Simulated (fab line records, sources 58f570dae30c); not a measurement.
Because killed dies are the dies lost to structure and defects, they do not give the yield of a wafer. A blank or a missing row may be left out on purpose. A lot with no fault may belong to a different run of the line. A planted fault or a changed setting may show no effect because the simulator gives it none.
What tool caused it? ; flow berkeley_cmos170 ; 42 wafers from 14 lots sampled at 4 of the route's 331 steps

## WHAT THE GAUGES READ, wafer by wafer
The record lacks any reading of a measuring or inspecting step that a usual standard deviation could be used to judge.

## WHICH TOOL RAN EACH LOT (tool, then ch and the chambers of the sampled wafers, then the start)
lot;UCB170_ACTIVE_PEB_11;UCB170_ACTIVE_DEVELOP_12;UCB170_PFIELD_STRIP_08;UCB170_SPACER_ETCHBACK_03
L299;litho_track-04 ch 0, day 4 17:54;litho_track-04 ch 0, day 4 18:00;plasma_asher-04 ch 0,1, day 4 20:23;rie_diel-02 ch 0,1,3, day 7 13:45
L300;litho_track-03 ch 0, day 4 18:06;litho_track-03 ch 0, day 4 18:00;plasma_asher-02 ch 0,1, day 4 20:38;rie_diel-03 ch 0,1,2, day 7 13:45
L302;litho_track-03 ch 0, day 5 08:20;litho_track-03 ch 0, day 5 08:00;plasma_asher-03 ch 0,1, day 5 10:25;rie_diel-02 ch 0,1, day 8 05:04
L301;litho_track-03 ch 0, day 5 12:56;litho_track-03 ch 0, day 5 13:00;plasma_asher-04 ch 0,1, day 5 15:06;rie_diel-03 ch 1,2,3, day 8 05:04
L305;litho_track-01 ch 0, day 5 21:00;litho_track-01 ch 0, day 5 21:00;plasma_asher-04 ch 0,1, day 6 00:13;rie_diel-02 ch 2,3, day 8 15:54
L306;litho_track-03 ch 0, day 6 13:02;litho_track-03 ch 0, day 6 13:00;plasma_asher-03 ch 0,1, day 6 15:25;rie_diel-02 ch 0,1,3, day 9 15:40
L309;litho_track-03 ch 0, day 6 21:16;litho_track-03 ch 0, day 6 21:00;plasma_asher-03 ch 0,1, day 6 23:54;rie_diel-02 ch 1,2,3, day 9 23:40
L314;litho_track-01 ch 0, day 8 00:00;litho_track-01, day 8 00:00;-;-
L316;litho_track-04 ch 0, day 8 08:47;litho_track-04, day 8 08:00;-;-
L317;litho_track-01 ch 0, day 8 09:00 or earlier;litho_track-01 ch 0, day 8 09:00;plasma_asher-04 ch 0,1, day 8 12:07;rie_diel-03 ch 0,3, day 11 08:41
L318;litho_track-01 ch 0, day 9 02:59;litho_track-01 ch 0, day 9 03:00;plasma_asher-02 ch 1, day 9 05:16;rie_diel-04 ch 2,3, day 12 00:31
L319;litho_track-04 ch 0, day 9 03:18;litho_track-04 ch 0, day 9 03:00;plasma_asher-04 ch 0,1, day 9 05:43;rie_diel-03 ch 0,1,3, day 12 00:31
L321;litho_track-01 ch 0, day 9 10:26;litho_track-01 ch 0, day 9 10:00;plasma_asher-02 ch 0,1, day 9 13:49;rie_diel-02 ch 1,2,3, day 12 07:46
L320;litho_track-03 ch 0, day 9 10:43;litho_track-03 ch 0, day 9 10:00;plasma_asher-03 ch 0,1, day 9 13:37;rie_diel-04 ch 0,2, day 12 07:46
- UCB170_ACTIVE_PEB_11
- UCB170_ACTIVE_DEVELOP_12: develop time 45 s.
- UCB170_PFIELD_STRIP_08: strips in O2.
- UCB170_SPACER_ETCHBACK_03: etches SiO2 in CHF3/CF4/Ar, stops on Si, target depth 376 nm, time 100 s.

## AS READ BY THE TOOLS THEMSELVES (means over the sampled wafers that have a number; for cases with no such wafer, the mark the record gives instead)
UCB170_ACTIVE_PEB_11. Usual: plate_sensor_t_centre_C 131.41 C, standard deviation 0.011; plate_sensor_t_edge_C 131.53 C, standard deviation 0.011.
lot;tool;plate_sensor_t_centre_C (C);plate_sensor_t_edge_C (C);flag
L299;litho_track-04;131.41;131.52;
L300;litho_track-03;131.41;131.53;
L302;litho_track-03;131.42;131.54;
L301;litho_track-03;131.42;131.53;
L305;litho_track-01;131.40;131.54;
L306;litho_track-03;131.41;131.52;
L309;litho_track-03;131.40;131.52;
L314;litho_track-01;131.41;131.53;
L316;litho_track-04;131.41;131.52;
L317;litho_track-01;131.40;131.53;
L318;litho_track-01;131.42;131.52;
L319;litho_track-04;131.41;131.54;
L321;litho_track-01;131.42;131.54;
L320;litho_track-03;131.41;131.53;

UCB170_ACTIVE_DEVELOP_12. Usual: chill_plate_temp_C 23.00 C, standard deviation 0.11.
lot;tool;chill_plate_temp_C (C);flag
L299;litho_track-04;22.98;
L300;litho_track-03;23.05;
L302;litho_track-03;23.11;
L301;litho_track-03;23.05;
L305;litho_track-01;22.85;
L306;litho_track-03;23.05;
L309;litho_track-03;23.08;
L314;litho_track-01;-;OFF
L316;litho_track-04;-;OFF
L317;litho_track-01;23.07;
L318;litho_track-01;22.91;
L319;litho_track-04;22.87;
L321;litho_track-01;22.95;
L320;litho_track-03;23.06;

UCB170_PFIELD_STRIP_08. Usual: drypump_motor_current_A 5.57 A, standard deviation 0.26; oes_product_au 0.734 a.u., standard deviation 0.005; strip_time_to_endpoint_s 21.64 s, standard deviation 0.059.
lot;tool;drypump_motor_current_A (A);oes_product_au (a.u.);strip_time_to_endpoint_s (s);flag
L299;plasma_asher-04;5.62;0.734;21.60;
L300;plasma_asher-02;5.35;0.739;21.64;
L302;plasma_asher-03;5.77;0.734;21.69;
L301;plasma_asher-04;5.44;0.726;21.60;
L305;plasma_asher-04;5.45;0.736;21.72;
L306;plasma_asher-03;5.75;0.737;21.58;
L309;plasma_asher-03;5.74;0.737;21.57;
L317;plasma_asher-04;5.44;0.732;21.58;
L318;plasma_asher-02;5.22;0.735;21.62;
L319;plasma_asher-04;5.40;0.735;21.81;
L321;plasma_asher-02;5.47;0.734;21.58;
L320;plasma_asher-03;5.71;0.730;21.68;

UCB170_SPACER_ETCHBACK_03. Usual: drypump_motor_current_A 5.80 A, standard deviation 0.29; oes_product_au 0.908 a.u., standard deviation 0.018; throttle_valve_pct 6.52 %, standard deviation 0.12.
lot;tool;drypump_motor_current_A (A);oes_product_au (a.u.);throttle_valve_pct (%);flag
L299;rie_diel-02;5.91;0.921;6.62;
L300;rie_diel-03;5.70;0.899;6.51;
L302;rie_diel-02;5.67;0.921;6.64;
L301;rie_diel-03;5.58;0.897;6.51;
L305;rie_diel-02;5.93;0.911;6.42;
L306;rie_diel-02;5.91;0.905;6.63;
L309;rie_diel-02;5.83;0.916;6.50;
L317;rie_diel-03;5.59;0.905;6.44;
L318;rie_diel-04;6.12;0.918;6.56;
L319;rie_diel-03;5.61;0.905;6.47;
L321;rie_diel-02;5.82;0.913;6.49;
L320;rie_diel-04;6.14;0.908;6.45;

## THE ANSWER, worked out from the rows above alone
Rule: a lot counts as off when the mean over its wafers that have a number is more than 3 standard deviations away from the usual mean. Also off: a lot with no number at a reading for which 4 or more lots have one. The other lots that the step has rows for count as sound. First the gauges in route order, then the tools' own readings, where a lot's mean is used as printed above. The first step at which some lot is off is used, and at that step the reading that is off furthest; a lot without a number counts as furthest.
Off: L314, L316, at UCB170_ACTIVE_DEVELOP_12 (chill_plate_temp_C). Without a number there: L314, L316.
If a tool, at that step or one of the process steps before it, ran each lot that is off and ran no sound lot following the first of them, it fits. UCB170_ACTIVE_PEB_11: start missing for some lots; hours and lot order therefore follow UCB170_ACTIVE_DEVELOP_12. Of those tried, none fits.

## WHAT THE SIMULATOR HAD PUT IN
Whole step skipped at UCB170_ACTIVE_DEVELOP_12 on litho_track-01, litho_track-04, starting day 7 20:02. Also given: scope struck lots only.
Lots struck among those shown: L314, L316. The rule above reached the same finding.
